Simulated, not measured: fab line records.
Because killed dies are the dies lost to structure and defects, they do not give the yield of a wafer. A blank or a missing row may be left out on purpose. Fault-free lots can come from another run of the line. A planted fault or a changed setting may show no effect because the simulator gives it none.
Which tool did it? | flow berkeley cmos170 | 42 wafers from 14 lots sampled at 4 of the route's 331 steps

## WHAT THE GAUGES SHOWED, per wafer
UCB170_START_BOW_MEAS_00. Usual: INCOMING_BOW gives -1 um (standard deviation 6.9).
lot  | measured    | on            | INCOMING_BOW (um) | flag
L132 | day 1 10:00 | film metro-01 | 9 1 -1            |
L134 | day 1 20:00 | film metro-02 | -8 4 -10          |
L135 | day 2 01:00 | film metro-02 | 7 7 -3            |
L136 | day 2 06:00 | film metro-02 | 0 -3 5            |
L137 | day 2 11:00 | film metro-04 | -2 5 14           |
L139 | day 2 21:01 | film metro-02 | -9 1 -3           |
L140 | day 3 02:04 | film metro-01 | 3 10 12           |
L147 | day 4 13:00 | film metro-02 | -3 -6 0           |
L149 | day 4 23:00 | film metro-02 | -5 2 6            |
L150 | day 5 04:01 | film metro-02 | -2 -5 13          |
L152 | day 5 14:00 | film metro-01 | 6 -5 9            |
L153 | day 5 19:01 | film metro-02 | -6 16 -7          |
L154 | day 6 00:01 | film metro-02 | -1 -9 8           |
L155 | day 6 05:03 | film metro-01 | 8 -11 -10         |

UCB170_SCREENOX_THK_MEAS_02. Usual: SCREENOX_OXIDE_THK gives 14.52 nm (standard deviation 0.25).
lot  | measured    | on            | SCREENOX_OXIDE_THK (nm) | flag
L132 | day 5 06:05 | film metro-02 | 14.43 14.09 14.52       |
L134 | day 5 15:00 | film metro-01 | 14.51 14.82 14.56       |
L135 | day 6 05:23 | film metro-01 | 14.59 14.66 14.48       |
L136 | day 6 05:23 | film metro-02 | 14.51 14.85 14.65       |
L137 | day 6 20:03 | film metro-01 | 14.79 14.67 14.65       |
L147 | day 8 22:24 | film metro-01 | 14.84 14.51 14.77       |
L149 | day 8 22:22 | film metro-02 | 14.55 14.44 14.45       |
L150 | day 8 22:21 | film metro-01 | 13.96 14.06 14.36       |
L152 | day 9 16:31 | film metro-01 | 14.55 14.35 14.44       |
L153 | day 9 16:31 | film metro-04 | 14.73 14.42 14.72       |
L154 | day 9 16:31 | film metro-02 | 14.60 14.54 14.59       |
L155 | day 9 18:11 | film metro-02 | 14.46 14.22 14.33       |

UCB170_PVT_OVL_MEAS_06. Usual: PVT_OVL gives -2 nm (standard deviation 4.7).
lot  | measured     | on         | PVT_OVL (nm) | flag
L132 | day 5 15:35  | overlay-02 | -6 -9 2      |
L134 | day 6 00:39  | overlay-02 | -8 1 9       |
L135 | day 6 14:31  | overlay-01 | -7 -5 -7     |
L136 | day 6 14:01  | overlay-02 | -6 1 2       |
L137 | day 7 05:45  | overlay-02 | -3 -8 -4     |
L147 | day 9 06:16  | overlay-01 | -2 -5 4      |
L149 | day 9 05:16  | overlay-02 | 0 -9 -2      |
L150 | day 9 05:32  | overlay-01 | -6 3 -5      |
L152 | day 9 22:42  | overlay-01 | -8 -1 -2     |
L153 | day 9 22:43  | overlay-02 | -2 1 0       |
L154 | day 9 22:26  | overlay-01 | 5 -7 -5      |
L155 | day 10 00:40 | overlay-01 | -7 -11 -8    |

## EACH LOT AND THE TOOL THAT RAN IT (in order: tool; ch and the chambers of the sampled wafers; start)
lot  | UCB170_PWELL_STRIP_16
L132 | plasma asher-03 ch 0,1, day 3 00:59
L134 | plasma asher-03 ch 0,1, day 3 06:23
L135 | plasma asher-03 ch 0,1, day 3 18:07
L136 | plasma asher-01 ch 0,1, day 3 18:22
L137 | plasma asher-03 ch 0,1, day 4 07:08
L139 | plasma asher-04 ch 0,1, day 4 14:23
L140 | plasma asher-01 ch 0,1, day 5 03:58
L147 | plasma asher-04 ch 0,1, day 6 20:02
L149 | plasma asher-01 ch 0,1, day 6 20:31
L150 | plasma asher-03 ch 0,1, day 6 20:16
L152 | plasma asher-01 ch 0,1, day 7 15:22
L153 | plasma asher-03 ch 0,1, day 7 16:37
L154 | plasma asher-04 ch 1, day 7 16:22
L155 | plasma asher-04 ch 0,1, day 7 22:13
- UCB170_PWELL_STRIP_16: strips in O2.

## WHAT THE TOOLS THEMSELVES READ (means of the sampled wafers that have a number; where no wafer has one, the mark that the record gives instead)
UCB170_PWELL_STRIP_16. Usual: chamber pressure mTorr 3500.3 mTorr, standard deviation 2.8; drypump motor current A 5.8 A, standard deviation 0.39; oes product au 0.721 a.u., standard deviation 0.0046; strip time to endpoint s 18.13 s, standard deviation 0.088.
lot  | tool            | chamber pressure mTorr (mTorr) | drypump motor current A (A) | oes product au (a.u.) | strip time to endpoint s (s) | flag
L132 | plasma asher-03 | 3499.8                         | 5.6                         | 0.721                 | 18.08                        |
L134 | plasma asher-03 | 3499.7                         | 5.6                         | 0.721                 | 18.08                        |
L135 | plasma asher-03 | 3501.0                         | 5.6                         | 0.720                 | 18.12                        |
L136 | plasma asher-01 | 3497.2                         | 5.5                         | 0.722                 | 18.24                        |
L137 | plasma asher-03 | 3501.6                         | 5.6                         | 0.714                 | 18.07                        |
L139 | plasma asher-04 | -                              | -                           | -                     | -                            | OFF
L140 | plasma asher-01 | -                              | -                           | -                     | -                            | OFF
L147 | plasma asher-04 | 3502.2                         | 6.3                         | 0.721                 | 18.24                        |
L149 | plasma asher-01 | 3501.7                         | 5.4                         | 0.723                 | 18.15                        |
L150 | plasma asher-03 | 3501.1                         | 5.6                         | 0.722                 | 18.16                        |
L152 | plasma asher-01 | 3499.2                         | 5.5                         | 0.720                 | 18.18                        |
L153 | plasma asher-03 | 3500.5                         | 5.6                         | 0.725                 | 18.14                        |
L154 | plasma asher-04 | 3502.3                         | 6.5                         | 0.719                 | 18.13                        |
L155 | plasma asher-04 | 3500.2                         | 6.3                         | 0.721                 | 18.13                        |

## THE ANSWER, worked out from the rows above alone
Rule: take the mean of a lot's wafers that have a number; if it is more than 3 standard deviations from the usual mean, the lot is off. Also off: a lot with no number at a reading for which 4 or more lots have one. The other lots that the step has rows for count as sound. First the gauges in route order, then the tools' own readings, where a lot's mean is used as printed above. The first step at which some lot is off is used, and at that step the reading that is off furthest; a lot without a number counts as furthest.
Off, at UCB170_PWELL_STRIP_16 on chamber pressure mTorr: L139, L140. Without a number there: L139, L140.
If a tool, at that step or one of the process steps before it, ran each lot that is off and ran no sound lot following the first of them, it fits. Not one of the candidates tried fits.

## WHAT THE SIMULATOR HAD PUT IN
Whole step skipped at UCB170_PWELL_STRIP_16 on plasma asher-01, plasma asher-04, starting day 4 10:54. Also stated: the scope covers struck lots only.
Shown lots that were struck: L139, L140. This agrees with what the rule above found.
